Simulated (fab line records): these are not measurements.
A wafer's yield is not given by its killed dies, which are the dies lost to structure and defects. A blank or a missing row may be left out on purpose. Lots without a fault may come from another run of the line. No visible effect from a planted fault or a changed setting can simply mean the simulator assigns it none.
A lot that was struck, set against a sound lot ; flow ritCmos ; 17 out of 202 route steps
Sound: these wafers, L384.1, L384.2, L384.5. Struck: wafer L388.5 (L388.4, L388.6, from the same lot, were not struck and are left out); the cause is given at the end.
Per side, at each step with rows, come the tool, then ch with its chambers, and then its first start. Under that, the readings that differ: sound wafers ; struck wafers ; difference of the means ; sigmas: that difference in standard deviations of wafers without a fault.
alike: readings with means less than 2 such deviations apart, plus words and numbers identical on both sides. not compared: withheld readings, readings lacking a value on some wafer, bounds such as >300 that could conceal the same value, and numbers that have no deviation in the record and whose values overlap.
Wherever a step has rows on one side only, a row that says differs or no value, or a row with sigmas, the two part there. Numbers that don't overlap but have no deviation are shown without sigmas and don't part them. Lack of a reading on every wafer of one side parts them only where that side has two or more wafers.

first, 1 step without rows for these wafers: RIT_PSD_IMPLANT_08.
RIT_PSD_STRIP_09: strips in O2, time 180 s.
  sound on plasmaAsher-03 ch 0,1, day 3 20:07; struck on plasmaAsher-02 ch 0, day 4 15:49
reading;sound;struck;difference;sigmas
drypumpMotorCurrentA (A);6.16 6.09 6.15;5.62;-0.51;-2
  alike: o2FlowSccm
  not compared: rfHoursCounterH
RIT_PSD_TW_MEAS_10:
  sound on filmMetro-01, day 3 20:18; struck on filmMetro-04, day 4 15:58
  alike: PSD_TW
then, 3 steps without rows for these wafers: RIT_SDANNEAL_CLEAN_00 (cleans in SC1, time 600 s); RIT_SDANNEAL_CLEAN_01 (cleans in dHF, time 30 s); RIT_SDANNEAL_CLEAN_02 (cleans in SC2, time 600 s).
RIT_SDANNEAL_RTA_03: time 5 s.
  sound on rtpAnneal-02 ch 0, day 3 20:43; struck on rtpAnneal-02 ch 0, day 4 16:23
  alike: wafer_temp_C_max
RIT_SDANNEAL_RS_MEAS_04: the measuring method here is four-point-probe.
  sound on filmMetro-03, day 3 20:47; struck on filmMetro-04, day 4 16:28
  alike: PSD_RS
RIT_SDANNEAL_RS_MEAS_05: the measuring method here is four-point-probe.
  sound on filmMetro-03, day 3 20:54; struck on filmMetro-04, day 4 16:35
  alike: NSD_RS
RIT_SDANNEAL_RS_MEAS_06: the measuring method here is four-point-probe.
  sound on filmMetro-03, day 3 21:01; struck on filmMetro-04, day 4 16:43
  alike: PLDD_RS
RIT_SDANNEAL_RS_MEAS_07: the measuring method here is four-point-probe.
  sound on filmMetro-03, day 3 21:08; struck on filmMetro-04, day 4 16:50
reading;sound;struck;difference;sigmas
NLDD_RS (ohm/sq);150.7 150.4 150.1;152.2;+1.8;+3
then, 1 step without rows for these wafers: RIT_SILICIDE_WET_ETCH_00 (etches SiO2 in BOE, target depth 14 nm, time 15 s).
RIT_SILICIDE_SPUTTER_01: material Ti, target thk 30 nm, time 240 s.
  sound on pvdSputter-03, day 3 21:16; struck on pvdSputter-03, day 4 16:59
reading;sound;struck;difference;sigmas
cathodeDcPowerW (W);339.54 339.47 339.47;339.69;+0.20;+3
model.Ti_of_SILICIDE_SPUTTER_01.thkNm (nm);28.45 28.87 28.38;11.2;-17.4;
  alike: throttleValvePct
RIT_SILICIDE_RS_MEAS_02: the measuring method here is four-point-probe.
  sound on filmMetro-02, day 3 21:25; struck on filmMetro-02, day 4 17:07
reading;sound;struck;difference;sigmas
SILICIDE_TI_RS (ohm/sq);51.2 50.2 51.4;171.2;+120.3;+99 or more
RIT_SILICIDE_THK_MEAS_03: measures by xrf.
  sound on filmMetro-02, day 3 21:32; struck on filmMetro-02, day 4 17:13
reading;sound;struck;difference;sigmas
SILICIDE_TI_THK (nm);28.6 29.0 28.4;11.2;-17.5;-58
RIT_SILICIDE_RTA_04: time 10 s, ramp up 5 s, ramp down 5 s.
  sound on rtpAnneal-02 ch 0, day 3 21:36; struck on rtpAnneal-01 ch 0, day 4 17:16
  alike: wafer_temp_C_max
RIT_M1_PROBE_99:
  sound on prober-01, day 4 04:17; struck on prober-01, day 4 23:58
reading;sound;struck;difference;sigmas
model.etest.npolyLine.lineOhmUm;175.7 171.9 177.6;354.2;+179.1;
model.etest.ppolyLine.lineOhmUm;169.7 165.9 171.6;321.3;+152.2;
model.etest.npolyLine.rsOhmSq;17.69 17.36 17.67;42.18;+24.61;
model.etest.ppolyLine.rsOhmSq;17.2 16.9 17.18;38.7;+21.6;
model.etest.npolyLine.widthNm (nm);99.53 100.7 98.85;120.5;+20.8;
model.etest.ppolyLine.widthNm (nm);100.5 102.2 99.84;121;+20;
model.etest.contactPplus.endOhmUm;43.41 44.85 42.21;31.12;-12.37;
model.etest.npolySal.rsOhmSq;4.576 4.52 4.585;12.51;+7.95;
  alike: killed_at_M0_to_M3, killedAtFrontEnd, killedDies, killedOpen, killedShort

WHERE THEY PART
At RIT_PSD_STRIP_09 first; at RIT_SILICIDE_THK_MEAS_03 last (within this record only). Later steps at which nothing parts them and some readings are alike: RIT_SILICIDE_RTA_04, RIT_M1_PROBE_99.

WHY: the cause the simulator had injected
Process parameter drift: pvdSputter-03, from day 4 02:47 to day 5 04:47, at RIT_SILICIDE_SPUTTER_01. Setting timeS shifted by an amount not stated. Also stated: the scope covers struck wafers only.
